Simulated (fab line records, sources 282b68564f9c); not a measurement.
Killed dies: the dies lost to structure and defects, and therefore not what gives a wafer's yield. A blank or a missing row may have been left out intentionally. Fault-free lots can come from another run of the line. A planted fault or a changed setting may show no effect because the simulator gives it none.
A lot that was struck, set against a sound lot + flow rit cmos + 32 steps out of a route of 202
Sound: wafers L419.2, L419.3, L419.5. Wafers L418.1, L418.4, L418.5 were the ones struck. The cause is named last.
Per side, at each step with rows, come the tool, then ch with its chambers, and then its first start. Under that, the readings that differ: sound wafers + struck wafers + difference of the means + sigmas: that difference in standard deviations of wafers without a fault.
alike: readings whose means differ by less than 2 such deviations, and words and numbers that are the same on both sides. not compared: withheld readings, readings that some wafer has no value for, bounds like >300 that may hide the same value, and numbers for which the record gives no deviation and whose values overlap.
A row with sigmas, a row that says differs or no value, or rows on one side alone: a step with any of these is where the two part. When numbers do not overlap yet have no deviation, they are printed without sigmas and do not part them. Lack of a reading on every wafer of one side parts them only where that side has two or more wafers.

first, 5 steps without rows for these wafers: RIT_CONTACT_COAT_03 (resist thk 1000 nm); RIT_CONTACT_SOFTBAKE_04 (time 60 s); RIT_CONTACT_EXPOSE_05 (exposes mask M11, target cd 1000 nm); RIT_CONTACT_PEB_06; RIT_CONTACT_DEVELOP_07 (develop time 120 s).
RIT_CONTACT_CD_MEAS_08: the cd target is 1000 nm.
  sound on cd sem-02, day 6 06:09; struck on cd sem-01, day 6 02:05
  alike: cd nm
RIT_CONTACT_OVL_MEAS_09:
  sound on overlay-01, day 6 06:15; struck on overlay-01, day 6 02:13
  alike: CONTACT_OVL
then, 1 step without rows for these wafers: RIT_CONTACT_HARDBAKE_10 (time 60 s).
RIT_CONTACT_ETCH_11: etches SiO2 in CHF3/CF4/Ar, stops on TiSi2, target depth 480 nm, time 320 s.
  sound on rie diel-04 ch 0,1,3, day 6 06:32; struck on rie diel-01 ch 0,1, day 6 02:23
  alike: drypump motor current A, oes product au, throttle valve pct
  not compared: rf hours counter h
RIT_CONTACT_STRIP_12: strips in O2, time 180 s.
  sound on plasma asher-03 ch 0,1, day 6 06:44; struck on plasma asher-04 ch 0,1, day 6 02:35
| reading                     | sound          | struck         | difference | sigmas |
|-----------------------------|----------------|----------------|------------|--------|
| drypump motor current A (A) | 5.96 5.46 5.97 | 5.08 5.07 5.43 | -0.60      | -2     |
  alike: o2 flow sccm
  not compared: rf hours counter h
RIT_CONTACT_CD_MEAS_90: the cd target is 1000 nm.
  sound on cd sem-02, day 6 06:55; struck on cd sem-01, day 6 02:46
  alike: cd nm
then, 1 step without rows for these wafers: RIT_CONTACT_CLEAN_13 (cleans in SC1, time 600 s).
RIT_CONTACT_CLEAN_14: cleans in SC2, time 600 s.
  sound on wet bench-02 ch 3, day 6 07:12; struck on wet bench-03 ch 0, day 6 03:04
RIT_M1_SPUTTER_00: material Al, target thk 400 nm, time 500 s.
  sound on pvd sputter-02, day 6 07:22; struck on pvd sputter-04, day 6 03:16
  alike: throttle valve pct
RIT_M1_RS_MEAS_01: measures by four-point-probe.
  sound on film metro-02, day 6 07:41; struck on film metro-02, day 6 03:34
  alike: M1_AL_RS
RIT_M1_THK_MEAS_02: measures by xrf.
  sound on film metro-02, day 6 07:48; struck on film metro-02, day 6 03:41
  alike: M1_AL_THK
then, 6 steps without rows for these wafers: RIT_M1_HMDS_03 (prime time 60 s); RIT_M1_COAT_04 (resist thk 1300 nm); RIT_M1_SOFTBAKE_05 (time 60 s); RIT_M1_EXPOSE_06 (exposes mask M12, target cd 2600 nm); RIT_M1_PEB_07; RIT_M1_DEVELOP_08 (develop time 68 s).
RIT_M1_CD_MEAS_09: the cd target is 2600 nm.
  sound on cd sem-02, day 6 08:52; struck on cd sem-01, day 6 04:37
  alike: cd nm
RIT_M1_OVL_MEAS_10:
  sound on overlay-02, day 6 08:59; struck on overlay-01, day 6 04:44
  alike: M1_OVL
then, 1 step without rows for these wafers: RIT_M1_HARDBAKE_11 (time 120 s).
RIT_M1_METAL_ETCH_12: etches Al in Cl2/BCl3, stops on SiO2, time 165 s, target depth 600 nm.
  sound on rie metal-03 ch 0,1, day 6 09:16; struck on rie metal-02 ch 0,1, day 6 05:01
  alike: drypump motor current A, oes product au, throttle valve pct
  not compared: rf hours counter h
then, 1 step without rows for these wafers: RIT_M1_STRIP_13 (strips in nmp, time 600 s).
RIT_M1_STRIP_14: strips in O2, time 180 s.
  sound on plasma asher-01 ch 0,1, day 6 09:37; struck on plasma asher-02 ch 0,1, day 6 05:22
  alike: drypump motor current A, o2 flow sccm
  not compared: rf hours counter h
RIT_M1_CD_MEAS_90: the cd target is 2600 nm.
  sound on cd sem-02, day 6 09:49; struck on cd sem-01, day 6 05:32
  alike: cd nm
then, 1 step without rows for these wafers: RIT_M1_ANNEAL_15 (time 1800 s).
RIT_M1_BOW_MEAS_16:
  sound on film metro-04, day 6 12:31; struck on film metro-03, day 6 08:27
  alike: M1_BOW
RIT_M1_PROBE_99:
  sound on prober-01, day 6 12:40; struck on prober-02, day 6 08:34
| reading            | sound | struck                                                                     | difference                   | sigmas      |
|--------------------|-------|----------------------------------------------------------------------------|------------------------------|-------------|
| hold               | - - - | await dispo/2.3h/release await dispo/2.3h/release await dispo/2.3h/release | no value on the sound wafers |             |
| killed at contacts | 0 0 0 | 25 24 27                                                                   | +25                          | +99 or more |
| killed dies        | 2 8 6 | 32 30 35                                                                   | +27                          | +9          |
  alike: killed at front end, killed on rim, killed open, killed short

## WHERE THEY PART
Earliest at RIT_CONTACT_STRIP_12; latest, in this record, at RIT_M1_PROBE_99.

WHY: the cause the simulator had injected
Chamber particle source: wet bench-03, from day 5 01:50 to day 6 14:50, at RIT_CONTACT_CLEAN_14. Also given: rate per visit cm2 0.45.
